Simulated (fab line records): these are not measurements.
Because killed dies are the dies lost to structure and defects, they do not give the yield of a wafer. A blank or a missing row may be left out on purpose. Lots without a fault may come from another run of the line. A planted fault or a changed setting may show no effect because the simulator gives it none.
A struck lot beside a sound one | flow ritCmos | 19 steps out of a route of 202
Sound: wafers L915.1, L915.4, L915.6. Struck: wafer L926.3 (left out: L926.4, L926.6 of the same lot, which were not struck); the cause appears at the end.
Each step with rows lists, per side, the tool, then ch with its chambers, then its first start. Under that, the readings that differ: sound wafers | struck wafers | difference of the means | sigmas: that difference in standard deviations of wafers without a fault.
alike: a reading whose means differ by less than 2 such deviations, as well as words and numbers matching on both sides. not compared: withheld readings; readings where some wafer has no value; bounds like >300 that might hide an equal value; numbers whose values overlap and for which the record gives no deviation.
A row with sigmas, a row that says differs or no value, or rows on one side alone: a step with any of these is where the two part. Numbers that don't overlap but have no deviation are shown without sigmas and don't part them. A reading missing from all wafers of one side parts the sides only when that side holds two or more wafers.

RIT_M1_SPUTTER_00: material Al, target thk 400 nm, time 500 s.
  struck on pvdSputter-03, day 6 03:43; sound on pvdSputter-04, day 3 21:29
  alike: throttleValvePct
RIT_M1_RS_MEAS_01: measurement is done with a four-point probe.
  struck on filmMetro-01, day 6 04:04; sound on filmMetro-02, day 3 21:46
reading           | sound                | struck | difference | sigmas
M1_AL_RS (ohm/sq) | 0.0740 0.0740 0.0740 | 0.0722 | -0.0018    | -2
RIT_M1_THK_MEAS_02: measures by xrf.
  struck on filmMetro-01, day 6 04:10; sound on filmMetro-02, day 3 21:53
reading        | sound       | struck | difference | sigmas
M1_AL_THK (nm) | 386 387 390 | 404    | +16        | +3
then, 6 steps without rows for these wafers: RIT_M1_HMDS_03 (prime time 60 s); RIT_M1_COAT_04 (resist thk 1322 nm); RIT_M1_SOFTBAKE_05 (time 60 s); RIT_M1_EXPOSE_06 (exposes mask M12, target cd 2600 nm); RIT_M1_PEB_07; RIT_M1_DEVELOP_08 (develop time 68 s).
RIT_M1_CD_MEAS_09: the cd target is 2600 nm.
  struck on cdSem-02, day 6 05:14; sound on cdSem-02, day 3 22:52
  alike: cdNm
RIT_M1_OVL_MEAS_10:
  struck on overlay-02, day 6 05:20; sound on overlay-02, day 3 22:59
  alike: M1_OVL
then, 1 step without rows for these wafers: RIT_M1_HARDBAKE_11 (time 120 s).
RIT_M1_METAL_ETCH_12: etches Al in Cl2/BCl3, stops on SiO2, time 165 s, target depth 600 nm.
  sound on rieMetal-03 ch 0, day 3 23:17; struck on rieMetal-04 ch 1, day 6 05:40
  alike: drypumpMotorCurrentA, heBacksideLeakSccm, oesProductAu, throttleValvePct
  not compared: rfHoursCounterH
then, 1 step without rows for these wafers: RIT_M1_STRIP_13 (strips in nmp, time 600 s).
RIT_M1_STRIP_14: strips in O2, time 180 s.
  sound on plasmaAsher-03 ch 0,1, day 3 23:38; struck on plasmaAsher-02 ch 0, day 6 06:01
reading                  | sound       | struck | difference | sigmas
drypumpMotorCurrentA (A) | 6.5 6.6 5.7 | 5.2    | -1.1       | -3
  alike: rfReflPowerW
  not compared: rfHoursCounterH
RIT_M1_CD_MEAS_90: the cd target is 2600 nm.
  struck on cdSem-01, day 6 06:11; sound on cdSem-01, day 3 23:49
  alike: cdNm
then, 1 step without rows for these wafers: RIT_M1_ANNEAL_15 (time 1800 s).
RIT_M1_BOW_MEAS_16:
  struck on filmMetro-02, day 6 07:48; sound on filmMetro-03, day 4 01:26
  alike: M1_BOW
RIT_M1_PROBE_99:
  struck on prober-01, day 6 07:59; sound on prober-02, day 4 01:33
reading                               | sound              | struck                  | difference                   | sigmas
hold                                  | - - -              | awaitDispo/3.6h/release | no value on the sound wafers | 
defectLimitedYield (%)                | 97.3 95.1 99.6     | 89.8                    | -7.5                         | -7
killed_at_M0_to_M3                    | 0 0 0              | 25                      | +25                          | +99 or more
killedDies                            | 7 13 1             | 27                      | +20                          | +7
killedOnRim                           | 2 3 0              | 7                       | +5                           | +4
sort_bin_3_pad_short (%)              | 0 0 0              | 1.1                     | +1.1                         | +6
sort_bin_5_function (%)               | 1.9 3.4 0.4        | 7.6                     | +5.7                         | +7
sortNPass                             | 257.0 251.0 263.0  | 237.0                   | -20.0                        | -7
sortYieldPct (%)                      | 97.3 95.1 99.6     | 89.8                    | -7.5                         | -7
model.etest.tester.sortNPass          | 257 251 263        | 237                     | -20                          | 
model.etest.tester.sortYieldPct (%)   | 97.35 95.08 99.62  | 89.77                   | -7.58                        | 
model.etest.tester.sort_bin_5_pct (%) | 1.894 3.409 0.3788 | 7.576                   | +5.682                       | 
  alike: killedAtFrontEnd, killedOpen, killedShort, sort_bin_6_memory
  not compared: model.etest.tester.sort_bin_6_pct

== WHERE THEY PART ==
Earliest at RIT_M1_RS_MEAS_01; latest, in this record, at RIT_M1_PROBE_99.

WHY: whatever the simulator had introduced
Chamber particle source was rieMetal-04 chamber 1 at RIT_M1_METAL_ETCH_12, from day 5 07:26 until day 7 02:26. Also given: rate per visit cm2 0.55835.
